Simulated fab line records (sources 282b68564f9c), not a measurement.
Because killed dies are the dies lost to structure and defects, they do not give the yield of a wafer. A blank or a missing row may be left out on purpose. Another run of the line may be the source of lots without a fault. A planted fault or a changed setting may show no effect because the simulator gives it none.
Problem report in the 8D (eight disciplines) form, filled by code / flow ritCmos / the parts of the form that need people (team, actions taken, sign-off) are left out

## 1. WHAT WENT WRONG
At RIT_NWELL_COAT_01, spinSpeedRpm averages 1440.0 rpm over 6 wafers from 2 lots, while fault-free wafers read 2000.3 rpm, standard deviation 1.1. So: -99 or more standard deviations from the usual mean.
The step: resist thk 1300 nm.
First seen on wafer L135.1, day 4 13:47, on lithoTrack-03. The record has a number at this step for 18 wafers belonging to 6 lots. By rule, "out" or "out of limits" means more than 4 standard deviations away from the usual mean. Any other wafer with a number is counted as sound.

## 2. WHAT IT IS, WHAT IT ISN'T
question=which readings at this step | is=spinSpeedRpm | is not=-
question=which lots | is=L135, L136 | is not=L125, L138, L140, L142
question=which wafers of those lots | is=all that have a number | is not=-
question=read on which tools | is=lithoTrack-03 | is not=lithoTrack-02, lithoTrack-04
question=when | is=from day 4 13:47 | is not=up to then (3 sound wafers); but 9 sound wafers of L138, L140, L142 came after

## 3. WHAT RULES OUT EACH SUSPECT
Counting: any tool at a process step up to the reading is kept as a suspect provided that every lot that is out went through it and no sound lot did after the first of them.
- lithoTrack-03 at RIT_NWELL_COAT_01 (resist thk 1300 nm): kept. It processed each lot that is out, first L135 at day 4 13:47, and no sound lot thereafter; up to then, the last sound lot it processed was L125 at day 2 16:53. Its own readings are out on those wafers: spinSpeedRpm.
After counting, what remains is lithoTrack-03 at RIT_NWELL_COAT_01.

## 4. THE CAUSE (what the simulator had put in)
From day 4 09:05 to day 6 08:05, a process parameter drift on lithoTrack-03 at RIT_NWELL_COAT_01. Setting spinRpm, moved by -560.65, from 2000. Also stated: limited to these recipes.
The count eliminated every tool but this one.

## 5. SEQUENCE OF EFFECTS, ordered by route
Each row: a reading whose mean over the struck wafers that have a number lies more than 3 standard deviations from the usual. Only readings for which the record gives a usual standard deviation are gone through. hours: the time from each lot's start at the first step in this table that gives one to its start at this step, as a median over the lots. sigmas: the change in usual standard deviations.
hours=0; step=RIT_NWELL_COAT_01; reading=spinSpeedRpm; usual=2000.3 rpm; on struck wafers=1440.0; change=-560.3; sigmas=-99 or more
Its process steps:
- RIT_NWELL_COAT_01: resist thk 1300 nm.
Later measuring or inspecting steps at which every struck wafer that the step has a row for has a number for every such reading, and none has moved that far: RIT_NWELL_OVL_MEAS_06.

## 6. WHAT WOULD HAVE CAUGHT IT SOONER
5 hours passed between the start of the fault at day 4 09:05 and the first reading out of limits in this record, taken at day 4 13:47.
